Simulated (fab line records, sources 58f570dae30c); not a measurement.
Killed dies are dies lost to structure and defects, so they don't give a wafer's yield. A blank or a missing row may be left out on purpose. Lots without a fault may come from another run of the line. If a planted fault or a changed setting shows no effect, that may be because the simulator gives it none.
Commonality check across tools :: flow berkeley_cmos170 :: 44 wafers sampled across 14 lots

REASON IT WAS OPENED
Flagged at UCB170_V2_CD_MEAS_12: reading cd_nm, on 2 of 14 lots. Fault-free wafers read 700.1 nm, with a standard deviation of 1.6.
Rule: a lot is flagged when every wafer of it that has a number lies more than 4 standard deviations from that mean, or none has a number. As for the other lots, they are considered sound.

lot: L882
measured: day 7 21:34
on: cd_sem-02
cd_nm (nm), wafer by wafer: 699.6 699.6 699.0
flag: 

lot: L881
measured: day 7 22:17
on: cd_sem-02
cd_nm (nm), wafer by wafer: 701.1 699.5 699.8
flag: 

lot: L883
measured: day 8 13:06
on: cd_sem-02
cd_nm (nm), wafer by wafer: 702.7 702.2 702.5
flag: 

lot: L884
measured: day 8 13:24
on: cd_sem-01
cd_nm (nm), wafer by wafer: 699.6 700.2 699.5
flag: 

lot: L886
measured: day 9 09:01
on: cd_sem-02
cd_nm (nm), wafer by wafer: 698.5 698.4 700.4
flag: 

lot: L888
measured: day 9 18:55
on: cd_sem-02
cd_nm (nm), wafer by wafer: 699.0 699.2 698.3
flag: 

lot: L889
measured: day 9 19:14
on: cd_sem-01
cd_nm (nm), wafer by wafer: 698.2 697.8 697.5
flag: 

lot: L890
measured: day 9 19:56
on: cd_sem-02
cd_nm (nm), wafer by wafer: 699.6 697.4 697.7
flag: 

lot: L894
measured: day 11 00:29
on: cd_sem-01
cd_nm (nm), wafer by wafer: 743.6 744.9 742.5 743.5 744.4 742.0
flag: FLAGGED

lot: L893
measured: day 11 07:32
on: cd_sem-01
cd_nm (nm), wafer by wafer: 740.0 740.2
flag: FLAGGED

lot: L897
measured: day 11 16:06
on: cd_sem-01
cd_nm (nm), wafer by wafer: 700.9 700.8 702.4
flag: 

lot: L898
measured: day 12 02:50
on: cd_sem-02
cd_nm (nm), wafer by wafer: 703.2 703.5 702.5
flag: 

lot: L899
measured: day 12 09:20
on: cd_sem-01
cd_nm (nm), wafer by wafer: 699.7 699.2 699.9
flag: 

lot: L901
measured: day 12 20:26
on: cd_sem-02
cd_nm (nm), wafer by wafer: 697.5 698.1 698.4
flag: 
On average the flagged lots' numbers are 742.6 nm, which is +42.5 nm against the usual, or +27 standard deviations.

WHICH TOOL RAN EACH LOT
Before the reading, the record contains 2 process steps out of a 331-step route. In each cell: the tool, then ch and the chambers that the sampled wafers went through, then the start.
lot: L882
flag: 
UCB170_PFIELD_STRIP_08: plasma_asher-04 ch 0, day 4 20:38
UCB170_V2_EXPOSE_09: krf_scanner-02 ch 0, day 7 21:05

lot: L881
flag: 
UCB170_PFIELD_STRIP_08: plasma_asher-03 ch 0,1, day 4 20:00
UCB170_V2_EXPOSE_09: krf_scanner-01 ch 0, day 7 21:54

lot: L883
flag: 
UCB170_PFIELD_STRIP_08: plasma_asher-03 ch 0,1, day 5 04:23
UCB170_V2_EXPOSE_09: krf_scanner-01 ch 0, day 8 12:38

lot: L884
flag: 
UCB170_PFIELD_STRIP_08: plasma_asher-01 ch 0,1, day 5 09:43
UCB170_V2_EXPOSE_09: krf_scanner-02 ch 0, day 8 13:01

lot: L886
flag: 
UCB170_PFIELD_STRIP_08: plasma_asher-04 ch 1, day 6 03:02
UCB170_V2_EXPOSE_09: krf_scanner-02 ch 0, day 9 08:23

lot: L888
flag: 
UCB170_PFIELD_STRIP_08: plasma_asher-04 ch 0,1, day 6 09:37
UCB170_V2_EXPOSE_09: krf_scanner-02 ch 0, day 9 18:31

lot: L889
flag: 
UCB170_PFIELD_STRIP_08: plasma_asher-01 ch 0,1, day 6 09:53
UCB170_V2_EXPOSE_09: krf_scanner-01 ch 0, day 9 18:50

lot: L890
flag: 
UCB170_PFIELD_STRIP_08: plasma_asher-01 ch 0,1, day 6 10:10
UCB170_V2_EXPOSE_09: krf_scanner-02 ch 0, day 9 19:33

lot: L894
flag: FLAGGED
UCB170_PFIELD_STRIP_08: plasma_asher-01 ch 0,1, day 7 16:49
UCB170_V2_EXPOSE_09: krf_scanner-01 ch 0, day 11 00:03

lot: L893
flag: FLAGGED
UCB170_PFIELD_STRIP_08: plasma_asher-03 ch 1, day 7 16:37
UCB170_V2_EXPOSE_09: krf_scanner-01 ch 0, day 11 07:08

lot: L897
flag: 
UCB170_PFIELD_STRIP_08: plasma_asher-04 ch 0,1, day 8 04:22
UCB170_V2_EXPOSE_09: krf_scanner-02 ch 0, day 11 15:38

lot: L898
flag: 
UCB170_PFIELD_STRIP_08: plasma_asher-04 ch 0,1, day 8 08:12
UCB170_V2_EXPOSE_09: krf_scanner-02 ch 0, day 12 02:14

lot: L899
flag: 
UCB170_PFIELD_STRIP_08: plasma_asher-01 ch 0,1, day 8 18:26
UCB170_V2_EXPOSE_09: krf_scanner-02 ch 0, day 12 08:56

lot: L901
flag: 
UCB170_PFIELD_STRIP_08: plasma_asher-01 ch 0,1, day 9 09:40
UCB170_V2_EXPOSE_09: krf_scanner-02 ch 0, day 12 19:43
What these steps do:
- UCB170_PFIELD_STRIP_08: strips in O2.
- UCB170_V2_EXPOSE_09: exposes mask VIA2, target cd 700 nm.
- UCB170_V2_CD_MEAS_12: target cd 700 nm.

FLAGGED OVER TOTAL, TOOL BY TOOL (the gauges that took the reading come last)
step: UCB170_PFIELD_STRIP_08
tool: plasma_asher-01
lots run: 6
flagged: 1
share of the flagged lots: some
sound lots run after its first flagged lot: 2 (L899,L901)

step: UCB170_PFIELD_STRIP_08
tool: plasma_asher-03
lots run: 3
flagged: 1
share of the flagged lots: some
sound lots run after its first flagged lot: 0

step: UCB170_PFIELD_STRIP_08
tool: plasma_asher-04
lots run: 5
flagged: 0
share of the flagged lots: none
sound lots run after its first flagged lot: -

step: UCB170_V2_EXPOSE_09
tool: krf_scanner-01
lots run: 5
flagged: 2
share of the flagged lots: all
sound lots run after its first flagged lot: 0

step: UCB170_V2_EXPOSE_09
tool: krf_scanner-02
lots run: 9
flagged: 0
share of the flagged lots: none
sound lots run after its first flagged lot: -

step: UCB170_V2_CD_MEAS_12
tool: cd_sem-01
lots run: 6
flagged: 2
share of the flagged lots: all
sound lots run after its first flagged lot: 2 (L897,L899)

step: UCB170_V2_CD_MEAS_12
tool: cd_sem-02
lots run: 8
flagged: 0
share of the flagged lots: none
sound lots run after its first flagged lot: -

WHAT THE TABLE PERMITS
Table rows that saw every flagged lot: 2, namely krf_scanner-01 at UCB170_V2_EXPOSE_09 and cd_sem-01 at UCB170_V2_CD_MEAS_12.
- krf_scanner-01 at UCB170_V2_EXPOSE_09: 2 of its 5 lots flagged. Last sound lot L889 at day 9 18:50, first flagged lot L894 at day 11 00:03; a fault beginning in between fits. Its own readings (exposure_dose_mJ_cm2) fall more than 4 standard deviations out on all wafers of the flagged lots.
- cd_sem-01 at UCB170_V2_CD_MEAS_12: 2 of its 6 lots flagged. Sound lots ran on it after the first flagged one (L897, L899), which a lasting fault on the whole tool wouldn't allow.
Just one tool remains: krf_scanner-01 at UCB170_V2_EXPOSE_09.

WHAT THE SIMULATOR PUT IN
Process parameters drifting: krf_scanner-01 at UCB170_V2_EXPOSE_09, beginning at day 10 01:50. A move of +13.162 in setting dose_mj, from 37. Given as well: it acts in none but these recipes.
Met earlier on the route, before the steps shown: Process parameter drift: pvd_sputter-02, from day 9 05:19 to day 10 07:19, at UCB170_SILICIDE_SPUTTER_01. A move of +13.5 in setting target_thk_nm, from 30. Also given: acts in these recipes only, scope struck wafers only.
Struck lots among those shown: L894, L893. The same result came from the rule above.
